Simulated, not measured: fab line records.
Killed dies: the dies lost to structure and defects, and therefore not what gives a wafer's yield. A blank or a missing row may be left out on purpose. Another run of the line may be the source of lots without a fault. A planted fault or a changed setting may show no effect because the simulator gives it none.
fab line records | flow berkeley-cmos170
[record] lots = 5 wafers = 15 last-day = 11
route steps=331 shown NWELL@15
lots untouched by any fault: they come from a run of this same line in which no faults occurred
start-h: hours from the record's opening day to when the first of the lot's shown wafers began | wait-h: hours from the lot's prior step to this one | " same as the row above | L1.1+2: several wafers, shown together as one row | - no value, or no start was given | * or withheld: withheld | < > ~ a bound
route shown NAME@n: NAME is a module with steps in the file, n the number in the route of the first one | usual: mean/standard deviation of fault-free wafers | same: alike in all rows | chamber/n: place in a boat | sites: per-site readings | _std_site: how widely they spread, as a standard deviation | _edge_site: the outer-site mean with the inner-site mean subtracted | radius-mm: how far each site lies from the wafer's centre | mask NAME#n: copy n | behind: the most recent tool/chamber to have shaped the wafer | hold: the reason the lot was held/the length of the hold in hours/how it ended | device: transistor that didn't switch, given as n, p or np | end of line: at the end of the route, the tests of the same wafers | a step given without rows: its recipe and nothing more | killed: count of dies lost to structure and defects at first sort (not the wafer's yield) | map: the dies of a wafer, with x for killed, . for not killed, _ for no die there
set.NAME: the run value of the setting; set.NAME@STEP: its run value at that earlier step | model.NAME: the simulator's own value behind a step, which no gauge read
certain route steps with their lots: each step a table, each wafer a row
services: the hour from which a tool's chamber was out of use, counted from the record's first day as start-h (under 0 if before that day), plus the number of hours and why
[[steps]]
[step UCB170_NWELL_OXIDATION_01]
[recipe] temp-c = 1000 ambient = O2 target-thk-a = 264 ox-time-s = 1260
[step UCB170_NWELL_THK_MEAS_02]
[recipe] reads = SiO2_of_NWELL_OXIDATION_01
[usual] NWELL_OXIDE_THK = 26.5/0.47
// columns lot.wafer tool chamber start-h wait-h NWELL_OXIDE_THK[nm]
L330.2 film-metro-04 - 36.97 0.0 26.3
L330.5 " - " " 26.1
L330.6 " - " " 26.1
L331.3 film-metro-04 - 47.21 0.0 26.4
L331.5 " - " " 26.4
L331.6 " - " " 26.0
L340.3 film-metro-01 - 89.13 0.0 26.9
L340.5 " - " " 27.2
L340.6 " - " " 26.7
L344.1 film-metro-04 - 102.88 0.0 26.1
L344.4 " - " " 25.9
L344.5 " - " " 26.6
L345.3 film-metro-01 - 112.03 0.0 26.7
L345.4 " - " " 26.7
L345.5 " - " " 26.4
[step UCB170_NWELL_ANNEAL_03]
[recipe] temp-c = 1000 time-s = 900 ambient = N2
[step UCB170_NWELL_CVD_04]
[recipe] material = Si3N4 target-thk-nm = 224 temp-c = 800 precursor = SiH2Cl2/NH3 time-s = 3360 pressure-mtorr = 200 sih2cl2-flow-sccm = 25 nh3-flow-sccm = 75
[step UCB170_NWELL_THK_MEAS_05]
[recipe] reads = Si3N4_of_NWELL_CVD_04
[usual] NWELL_NITRIDE_THK = 224.1/2.2
// columns lot.wafer tool chamber start-h wait-h NWELL_NITRIDE_THK[nm]
L330.2 film-metro-01 - 42.42 0.0 223.4
L330.5 " - " " 221.8
L330.6 " - " " 223.2
L331.3 film-metro-04 - 53.96 0.0 226.5
L331.5 " - " " 227.2
L331.6 " - " " 225.6
L340.3 film-metro-01 - 96.23 0.0 223.9
L340.5 " - " " 222.6
L340.6 " - " " 225.0
L344.1 film-metro-01 - 108.41 0.0 223.4
L344.4 " - " " 222.2
L344.5 " - " " 225.7
L345.3 film-metro-04 - 119.20 0.0 226.1
L345.4 " - " " 225.3
L345.5 " - " " 222.8
[step UCB170_NWELL_HMDS_06]
[recipe] prime-time-s = 60 prime-temp-c = 100
[step UCB170_NWELL_COAT_07]
[recipe] resist = KrF spin-rpm = 1500 resist-thk-nm = 900
[step UCB170_NWELL_SOFTBAKE_08]
[recipe] resist = KrF temp-c = 130 time-s = 60
[step UCB170_NWELL_EXPOSE_09]
[recipe] mask-id = NWELL target-cd-nm = 3000 na = 0.5 sigma-outer = 0.6 source-shape = conventional dose-mj = 25
[step UCB170_NWELL_PEB_10]
[recipe] peb-temp-c = 130 peb-time-s = withheld resist = KrF
[step UCB170_NWELL_DEVELOP_11]
[recipe] developer = TMAH develop-time-s = 45 resist = KrF dev-temp-c = 21
[step UCB170_NWELL_OVL_MEAS_12]
[usual] NWELL_OVL = -4/5.7
// columns lot.wafer tool chamber start-h wait-h NWELL_OVL[nm]
L330.2 overlay-01 - 43.58 - -15
L330.5 " - " " 1
L330.6 " - " " -7
L331.3 overlay-01 - 55.20 - -11
L331.5 " - " " -6
L331.6 " - " " -6
L340.3 overlay-02 - 97.95 - -4
L340.5 " - " " -2
L340.6 " - " " -3
L344.1 overlay-01 - 109.53 - -1
L344.4 " - " " -3
L344.5 " - " " -2
L345.3 overlay-01 - 120.43 - -5
L345.4 " - " " -10
L345.5 " - " " -5
[step UCB170_NWELL_ETCH_13]
[recipe] chemistry = CH3F/Ar/O2 target = Si3N4 stop-on = SiO2 CH3F_flow_sccm = 20 Ar_flow_sccm = 50 O2_flow_sccm = 7 pressure-mtorr = 50 rf-w = 450 target-depth-a = 2464 over-etch-frac = 0.1 time-s = 154
[usual] drypump-motor-current-A = 5.5/0.44 oes-product-au = 0.947/0.015 run-length-s = 182.2/0.43 throttle-valve-pct = 7.99/0.12
[same] over-etch-frac = 0.1
// columns lot.wafer tool chamber start-h wait-h drypump-motor-current-A oes-product-au rf-hours-counter-h run-length-s throttle-valve-pct model.etch.depth-nm model.KrF_of_NWELL_COAT_07.thk-nm
L330.2 rie-diel-04 0 43.61 0.0 5.4 0.960 173 182.5 8.19 223.2 732.2
L330.5 " 0 " " 5.4 0.963 - 182.1 8.17 221.7 729.1
L330.6 " 3 " " 4.8 0.942 - 183.3 7.97 223 719.1
L331.3 rie-diel-01 3 55.24 0.0 6.1 0.933 1 182.3 7.83 226.5 726.1
L331.5 " 3 " " 6.0 0.936 - 182.8 7.81 227.2 725.3
L331.6 " 0 " " 5.6 0.945 - 182.1 8.02 225.7 729.9
L340.3 rie-diel-04 2 97.98 0.0 5.7 0.966 47 183.0 8.07 224 720.5
L340.5 " 2 " " 5.8 0.964 - 183.0 8.07 222.3 722.3
L340.6 " 1 " " 5.4 1.016 - 85.9 7.95 94.72 823.8
L344.1 rie-diel-01 1 109.57 0.0 4.6 0.926 10 182.3 7.93 223.3 723.1
L344.4 " 3 " " 6.0 0.918 3 182.6 7.80 222.3 725.7
L344.5 " 0 " " 5.5 0.935 - 182.3 8.02 225.7 724.6
L345.3 rie-diel-03 1 120.45 0.0 5.4 0.966 7 182.3 8.16 226 717.8
L345.4 " 3 " " 5.6 0.947 5 182.0 7.81 225.2 721.8
L345.5 " 0 " " 5.8 0.947 - 182.2 8.00 222.8 716
[step UCB170_NWELL_IMPLANT_14]
[recipe] species = P dose-cm2 = 1e+13 energy-kev = 150 tilt-deg = 7
[step UCB170_NWELL_STRIP_15]
[recipe] chemistry = O2 power-w = 400 pressure-mtorr = 3500 platen-temp-c = withheld o2-flow-sccm = 400 overash-fraction = 0.5
[usual] drypump-motor-current-A = 5.5/0.45 oes-product-au = 0.721/0.0047 strip-time-to-endpoint-s = 18.02/0.075
// columns lot.wafer tool chamber start-h wait-h drypump-motor-current-A oes-product-au rf-hours-counter-h strip-time-to-endpoint-s
L330.2 plasma-asher-04 1 43.86 0.1 6.2 0.730 31 18.27
L330.5 " 0 " " 5.4 0.728 - 18.20
L330.6 " 1 " " 6.2 0.717 - 17.96
L331.3 plasma-asher-02 0 55.53 0.1 4.8 0.722 - 18.12
L331.5 " 0 " " 4.8 0.724 - 18.09
L331.6 " 1 " " 6.0 0.723 - 18.21
L340.3 plasma-asher-03 0 98.29 0.1 5.1 0.717 - 17.99
L340.5 " 0 " " 5.1 0.719 - 18.06
L340.6 " 1 " " 5.4 0.720 - 20.47
L344.1 plasma-asher-03 0 109.82 0.1 5.1 0.725 34 18.05
L344.4 " 0 " " 5.1 0.724 - 18.10
L344.5 " 0 " " 5.1 0.719 - 18.08
L345.3 plasma-asher-02 0 120.74 0.1 4.8 0.725 - 17.92
L345.4 " 1 " " 6.0 0.728 - 18.01
L345.5 " 1 " " 6.0 0.734 - 17.88
[step UCB170_NWELL_TW_MEAS_16]
[usual] NWELL_TW = 1243/8.6
// columns lot.wafer tool chamber start-h wait-h NWELL_TW
L330.2 film-metro-04 - 43.97 0.1 1262
L330.5 " - " " 1266
L330.6 " - " " 1260
L331.3 film-metro-01 - 55.61 0.1 1242
L331.5 " - " " 1240
L331.6 " - " " 1246
L340.3 film-metro-04 - 98.37 0.1 1242
L340.5 " - " " 1244
L340.6 " - " " 1252
L344.1 film-metro-03 - 109.92 0.1 1225
L344.4 " - " " 1236
L344.5 " - " " 1234
L345.3 film-metro-01 - 120.83 0.1 1242
L345.4 " - " " 1231
L345.5 " - " " 1241
[[services]]
// columns tool chamber start-h hours kind
rie-diel-01 3 25.32 - clean
rie-diel-01 3 25.32 18.0 scheduled-down
rie-diel-01 3 25.32 18.0 vent-cycle
rie-diel-03 1 51.38 30.0 repair
rie-diel-04 2 55.14 3.5 repair
rie-diel-04 0 58.59 - clean
rie-diel-04 0 58.59 22.3 scheduled-down
rie-diel-04 0 58.59 22.3 vent-cycle
plasma-asher-02 - 87.50 2.8 pm
rie-diel-01 3 89.99 7.4 repair
[[key]]
[first-sign] step = UCB170_NWELL_ETCH_13 reading = run-length-s direction = down sigmas = 99+ usual = * struck = *
[effect] step = UCB170_NWELL_ETCH_13 reading = oes-product-au direction = up sigmas = 4.5 usual = 0.947 struck = 1.016
[effect] step = UCB170_NWELL_STRIP_15 reading = strip-time-to-endpoint-s direction = up sigmas = 33 usual = * struck = *
[model-effect] step = UCB170_NWELL_ETCH_13 value = etch.depth-nm without = 225.1 struck = 94.72
met-at UCB170_NWELL_ETCH_13
struck-wafers L340.6
later-rows-left-out L340.6
sort-left-out L340.6
tester-left-out L340
[fault] kind = process-parameter-drift tool = rie-diel-04 chamber = 1 onset-h = 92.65 steps = UCB170_NWELL_ETCH_13 channel = time-s offset = * shape = step end-h = 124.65 acts-in = * stated = *
// tester-left-out: of these lots the tester's yield and bins aren't shown, on N5 and GAA mostly nor the transistor test; their killed dies are dies lost to structure and defects alone, not to doping, threshold or leakage, so they don't give the yield
// sort-left-out: the simulated sort isn't trusted on such a fault, so these wafers' sort isn't shown, and their yield isn't known
// later-rows-left-out: the simulator's readings of these wafers behind a module that went badly wrong aren't trusted and aren't shown, but for the sort
